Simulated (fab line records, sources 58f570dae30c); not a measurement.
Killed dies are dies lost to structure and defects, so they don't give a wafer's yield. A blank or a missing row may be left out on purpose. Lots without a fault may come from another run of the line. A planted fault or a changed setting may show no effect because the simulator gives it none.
Which tool did it? | flow berkeley_cmos170 | 7 lots, 21 wafers sampled, at 2 steps of a route of 331

WHAT THE GAUGES READ, wafer by wafer
UCB170_ACTIVE_CD_MEAS_90: target cd 1200 nm.
lot  | measured    | on        | cd_nm (nm)
L170 | day 5 03:05 | cd_sem-01 | 1200.6 1200.7 1199.9
L171 | day 5 12:54 | cd_sem-01 | 1199.4 1198.7 1199.0
L180 | day 6 19:10 | cd_sem-02 | 1200.4 1200.6 1200.4
L181 | day 7 05:40 | cd_sem-01 | 1201.0 1199.5 1199.6
L186 | day 7 18:40 | cd_sem-01 | 1198.4 1198.9 1200.3
L189 | day 8 15:30 | cd_sem-02 | 1199.1 1200.3 1200.2
L190 | day 8 15:26 | cd_sem-01 | 1199.6 1198.8 1201.2

WHICH TOOL RAN EACH LOT (tool, then ch and the chambers of the sampled wafers, then the start)
lot  | UCB170_PWELL_IMPLANT_15
L170 | implanter-02 ch 0, day 3 16:14
L171 | implanter-02 ch 0, day 4 01:40
L180 | implanter-02 ch 0, day 5 17:42
L181 | implanter-03 ch 0, day 6 03:22
L186 | implanter-01 ch 0, day 6 16:40
L189 | implanter-03 ch 0, day 7 11:07
L190 | implanter-01 ch 0, day 7 14:51
- UCB170_PWELL_IMPLANT_15

THE ANSWER, worked out from the rows above alone
Rule: what is usual is taken from the lots themselves. Put in order of their means at a reading, lots are off if they are a third of the lots or fewer, leave a main group of 4 or more, and stand apart from it by a gap of 3 or more times the standard deviation of the main group's means; of several such gaps the widest counts. A main group whose means are all the same, to the digits that the tables above print for the reading, isn't used. A lot without any number at a reading at which 4 lots or more have one is off too. The other lots that the step has rows for count as sound.
No lot is off at any reading shown: from this, nothing can be told.

WHAT THE SIMULATOR HAD PUT IN
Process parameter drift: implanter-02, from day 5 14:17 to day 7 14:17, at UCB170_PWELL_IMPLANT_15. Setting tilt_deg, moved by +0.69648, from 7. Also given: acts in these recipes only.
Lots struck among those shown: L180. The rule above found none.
